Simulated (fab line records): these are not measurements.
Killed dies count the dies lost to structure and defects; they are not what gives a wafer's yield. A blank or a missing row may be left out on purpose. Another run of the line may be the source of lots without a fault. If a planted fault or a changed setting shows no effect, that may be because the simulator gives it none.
Which tool was responsible?	flow rit cmos	Sampling: 15 lots, 45 wafers, 2 of 202 route steps

== WHAT THE GAUGES SHOWED, per wafer ==
RIT_CONTACT_CD_MEAS_08: the cd target is 1000 nm.
lot	measured	on	cd nm (nm)
L774	day 3 05:20	cd sem-02	998.4 999.8 997.7
L775	day 3 09:53	cd sem-02	1001.9 1000.0 1000.7
L776	day 3 14:59	cd sem-02	1001.1 999.4 1001.4
L777	day 3 22:54	cd sem-02	1001.4 1002.6 1002.4
L778	day 4 00:53	cd sem-02	1000.6 996.7 999.1
L779	day 4 05:47	cd sem-02	998.6 998.5 999.6
L780	day 4 10:18	cd sem-01	1001.0 1002.0 1001.5
L781	day 4 14:10	cd sem-01	1003.1 999.9 1002.5
L782	day 4 19:54	cd sem-02	- - -
L783	day 5 02:19	cd sem-01	- - -
L784	day 5 05:26	cd sem-02	- - -
L786	day 5 17:17	cd sem-01	1002.4 1000.7 1000.9
L791	day 6 16:49	cd sem-01	1004.1 1003.3 1002.9
L794	day 7 08:20	cd sem-02	1002.8 1000.7 1003.7
L797	day 8 00:22	cd sem-01	1002.0 1001.6 1002.3

== EACH LOT AND THE TOOL THAT RAN IT (in order: tool; ch and the chambers of the sampled wafers; start) ==
lot	RIT_CONTACT_COAT_03
L774	litho track-04 ch 0, day 3 04:17
L775	litho track-04 ch 0, day 3 09:05
L776	litho track-04 ch 0, day 3 14:03
L777	litho track-03 ch 0, day 3 22:05
L778	litho track-01 ch 0, day 4 00:04
L779	litho track-03 ch 0, day 4 04:58
L780	litho track-04 ch 0, day 4 09:22
L781	litho track-04 ch 0, day 4 13:14
L782	litho track-04, day 4 19:05
L783	litho track-03, day 5 01:16
L784	litho track-03, day 5 04:37
L786	litho track-04 ch 0, day 5 16:29
L791	litho track-01 ch 0, day 6 15:47
L794	litho track-01 ch 0, day 7 07:17
L797	litho track-03 ch 0, day 7 23:33
- RIT_CONTACT_COAT_03: resist thk 1000 nm.

== AS READ BY THE TOOLS THEMSELVES (means over the sampled wafers that have a number; for cases with no such wafer, the mark the record gives instead) ==
RIT_CONTACT_COAT_03.
lot	tool	chill plate temp C (C)	dispense pressure kPa (kPa)
L774	litho track-04	23.02	49.4
L775	litho track-04	22.96	49.3
L776	litho track-04	22.95	49.4
L777	litho track-03	23.01	52.3
L778	litho track-01	23.00	50.5
L779	litho track-03	22.95	52.2
L780	litho track-04	23.02	49.4
L781	litho track-04	23.13	49.3
L782	litho track-04	-	-
L783	litho track-03	-	-
L784	litho track-03	-	-
L786	litho track-04	22.93	49.3
L791	litho track-01	22.94	50.6
L794	litho track-01	23.03	50.6
L797	litho track-03	23.01	52.2

== THE ANSWER, worked out from the rows above alone ==
Rule: the usual values come from the lots themselves. The widest of any qualifying gaps counts: lots, ordered by their means at a reading, are off when they make up no more than a third of the lots, leave a main group of 4 or more, and stand apart from it by 3 or more times the standard deviation of that group's means. A main group whose means are all the same, to the digits that the tables above print for the reading, isn't used. Also off: a lot with no number at a reading for which 4 or more lots have one. Any other lot the step has rows for is counted as sound. First the gauges in route order, then the tools' own readings, where a lot's mean is used as printed above. The first step at which some lot is off is used, and at that step the reading that is off furthest; a lot without a number counts as furthest.
Off at RIT_CONTACT_CD_MEAS_08 (cd nm): L782, L783, L784. Without a number there: L782, L783, L784. Main group: mean 1001.0 nm, sd 1.5.
A tool fits if, at a process step before that reading, it ran every lot that is off, and no sound lot after the first of them. Not tried: the gauges at RIT_CONTACT_CD_MEAS_08; whatever is off there is also off at RIT_CONTACT_COAT_03, on other tools, and gauge error can't account for it. Of those tried, none fits.

== WHAT HAD BEEN PUT IN BY THE SIMULATOR ==
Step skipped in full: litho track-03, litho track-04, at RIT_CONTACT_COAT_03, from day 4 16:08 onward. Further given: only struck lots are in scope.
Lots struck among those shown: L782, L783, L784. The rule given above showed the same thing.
